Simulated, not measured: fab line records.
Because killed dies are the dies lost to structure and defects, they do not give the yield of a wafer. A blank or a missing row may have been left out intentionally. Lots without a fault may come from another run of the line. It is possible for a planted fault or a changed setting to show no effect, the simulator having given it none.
Which tool is to blame? ; flow berkeley_cmos170 ; 42 wafers sampled from 14 lots at 1 step of a route of 331

## WHAT THE GAUGES READ, wafer by wafer
No reading from a measuring or inspecting step in the record can be judged against a usual standard deviation.

## TOOL THAT RAN EACH LOT (tool first, then ch and the chambers of the sampled wafers, then the start)
lot;UCB170_PWELL_IMPLANT_15
L541;implanter-01 ch 0, day 3 10:40
L542;implanter-03 ch 0, day 3 21:04
L544;implanter-03 ch 0, day 4 05:37
L543;implanter-04 ch 0, day 4 05:53
L545;implanter-03 ch 0, day 4 06:33
L547;implanter-04 ch 0, day 4 14:00
L550;implanter-04 ch 0, day 5 07:23
L548;implanter-01 ch 0, day 5 07:41
L551;implanter-04 ch 0, day 5 07:57
L552;implanter-04 ch 0, day 5 19:13
L554;implanter-04 ch 0, day 6 09:26
L560;implanter-01 ch 0, day 7 20:35
L562;implanter-01 ch 0, day 7 20:55
L563;implanter-01 ch 0, day 8 07:44
- UCB170_PWELL_IMPLANT_15

## AS READ BY THE TOOLS THEMSELVES (means over the sampled wafers that have a number; for cases with no such wafer, the mark the record gives instead)
UCB170_PWELL_IMPLANT_15. Usual: dose_ions_cm2 5e+12, standard deviation 6e+09; faraday_current_uA 15.9, standard deviation 0.31; tilt_deg 6.998 degrees, standard deviation 0.02.
lot;tool;dose_ions_cm2;faraday_current_uA;tilt_deg (degrees);flag
L541;implanter-01;5e+12;16.1;7.004;
L542;implanter-03;5e+12;16.0;6.998;
L544;implanter-03;5e+12;16.0;6.984;
L543;implanter-04;5e+12;15.8;7.012;
L545;implanter-03;5e+12;16.0;6.996;
L547;implanter-04;5e+12;16.1;6.978;
L550;implanter-04;5e+12;15.8;6.967;
L548;implanter-01;5e+12;15.9;7.023;
L551;implanter-04;5e+12;15.5;6.961;
L552;implanter-04;5e+12;15.7;4.921;OFF
L554;implanter-04;5e+12;16.0;4.903;OFF
L560;implanter-01;5e+12;15.8;7.031;
L562;implanter-01;5e+12;15.8;6.993;
L563;implanter-01;5e+12;15.9;7.003;

## THE ANSWER, worked out from the rows above alone
Rule: a lot counts as off when the mean over its wafers that have a number is more than 3 standard deviations away from the usual mean. A lot without any number at a reading at which 4 lots or more have one is off too. Where the step has rows for the other lots, those lots are counted as sound. After the gauges, taken in route order, come the tools' own readings; for these a lot's mean is taken, as printed above. The first step at which some lot is off is used, and at that step the reading that is off furthest; a lot without a number counts as furthest.
Off at UCB170_PWELL_IMPLANT_15 (tilt_deg): L552, L554.
A tool fits if, at that step or a process step before it, it ran every lot that is off, and no sound lot after the first of them. One fits: implanter-04 at UCB170_PWELL_IMPLANT_15. Its last sound lot is L551 (day 5 07:57), its first lot that is off L552 (day 5 19:13): a fault that began between those two fits.
The tool's own readings at UCB170_PWELL_IMPLANT_15 bear it out: on the lots that are off they differ by more than 5 times the standard deviation of the sound lots' means. tilt_deg reads 4.912 degrees there against 6.996 degrees on the sound lots.

## WHAT HAD BEEN PUT IN BY THE SIMULATOR
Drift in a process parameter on implanter-04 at UCB170_PWELL_IMPLANT_15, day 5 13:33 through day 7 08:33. Setting tilt_deg shifted by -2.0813 from 7. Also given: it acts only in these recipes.
Struck lots among those shown: L552, L554. The rule given above showed the same thing.
